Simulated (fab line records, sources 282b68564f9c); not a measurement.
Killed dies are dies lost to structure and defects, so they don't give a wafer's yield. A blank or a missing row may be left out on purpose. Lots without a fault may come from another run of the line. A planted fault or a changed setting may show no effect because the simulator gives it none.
Tool commonality check | flow rit_cmos | 13 lots, 39 wafers sampled

WHY IT WAS OPENED
At RIT_SPACER_THK_MEAS_04 the reading SPACER_NITRIDE_THK is flagged on 1 of 13 lots. Wafers without a fault read 249.2 nm, standard deviation 2.2.
Rule: a lot is flagged when every wafer of it that has a number lies more than 4 standard deviations from that mean, or none has a number. The other lots count as sound.

lot  | measured    | on            | SPACER_NITRIDE_THK (nm), wafer by wafer | flag
L381 | day 2 22:47 | film_metro-01 | 248.2 250.0 249.0                       |
L382 | day 3 03:50 | film_metro-04 | 248.2 246.6 245.6                       |
L383 | day 3 09:11 | film_metro-04 | 247.8 246.3 245.5                       |
L385 | day 3 18:50 | film_metro-01 | 250.7 248.1 249.7                       |
L387 | day 4 04:01 | film_metro-02 | 247.6 250.1 249.3                       |
L388 | day 4 09:19 | film_metro-01 | 245.2 246.0 249.0                       |
L389 | day 4 14:43 | film_metro-04 | 251.2 250.3 250.8                       |
L394 | day 5 16:50 | film_metro-04 | 397.0 396.1 397.4                       | FLAGGED
L398 | day 6 12:53 | film_metro-02 | 249.2 252.7 250.9                       |
L401 | day 7 02:01 | film_metro-01 | 249.8 250.3 252.4                       |
L402 | day 7 07:21 | film_metro-01 | 250.2 247.6 246.7                       |
L403 | day 7 11:44 | film_metro-02 | 253.5 253.9 251.9                       |
L404 | day 7 17:40 | film_metro-02 | 251.4 251.2 250.8                       |
The numbers of the flagged lots are 396.8 nm on average: +147.6 nm against the usual, or +67 standard deviations.

WHICH TOOL RAN EACH LOT
The record holds 1 process step before the reading, out of a route of 202 steps. In each cell: the tool, then ch and the chambers that the sampled wafers went through, then the start.
lot  | flag    | RIT_SPACER_CVD_03
L381 |         | lpcvd-02 ch 0, day 2 20:52
L382 |         | lpcvd-02 ch 1, day 3 01:55
L383 |         | lpcvd-01 ch 1, day 3 07:17
L385 |         | lpcvd-01 ch 1, day 3 16:54
L387 |         | lpcvd-01 ch 0, day 4 02:06
L388 |         | lpcvd-01 ch 0, day 4 07:23
L389 |         | lpcvd-02 ch 0, day 4 12:47
L394 | FLAGGED | lpcvd-01 ch 1, day 5 14:53
L398 |         | lpcvd-02 ch 1, day 6 10:58
L401 |         | lpcvd-02 ch 0, day 7 00:04
L402 |         | lpcvd-02 ch 1, day 7 05:26
L403 |         | lpcvd-02 ch 0, day 7 09:49
L404 |         | lpcvd-02 ch 0, day 7 15:44
What these steps do:
- RIT_SPACER_CVD_03: deposits Si3N4 from SiH2Cl2/NH3, target thk 250 nm, time 3300 s.
- RIT_SPACER_THK_MEAS_04

FLAGGED OVER TOTAL, TOOL BY TOOL (the gauges that took the reading come last)
step                   | tool          | lots run | flagged | share of the flagged lots | sound lots run after its first flagged lot
RIT_SPACER_CVD_03      | lpcvd-01      | 5        | 1       | all                       | 0
RIT_SPACER_CVD_03      | lpcvd-02      | 8        | 0       | none                      | -
RIT_SPACER_THK_MEAS_04 | film_metro-01 | 5        | 0       | none                      | -
RIT_SPACER_THK_MEAS_04 | film_metro-02 | 4        | 0       | none                      | -
RIT_SPACER_THK_MEAS_04 | film_metro-04 | 4        | 1       | all                       | 0

WHAT THE TABLE ALLOWS
2 rows of the table ran every flagged lot: lpcvd-01 at RIT_SPACER_CVD_03, film_metro-04 at RIT_SPACER_THK_MEAS_04.
- lpcvd-01 at RIT_SPACER_CVD_03: 1 of its 5 lots flagged. Its last sound lot is L388 (day 4 07:23), its first flagged lot L394 (day 5 14:53): a fault that began between those two fits.
- film_metro-04 at RIT_SPACER_THK_MEAS_04: 1 of its 4 lots flagged. Its last sound lot is L389 (day 4 14:43), its first flagged lot L394 (day 5 16:50): a fault that began between those two fits.
Counting lots can't tell these 2 tools apart, because each fits a fault that began at some hour. More lots, or a look at what each step does to the wafer, might.

WHAT THE SIMULATOR HAD PUT IN
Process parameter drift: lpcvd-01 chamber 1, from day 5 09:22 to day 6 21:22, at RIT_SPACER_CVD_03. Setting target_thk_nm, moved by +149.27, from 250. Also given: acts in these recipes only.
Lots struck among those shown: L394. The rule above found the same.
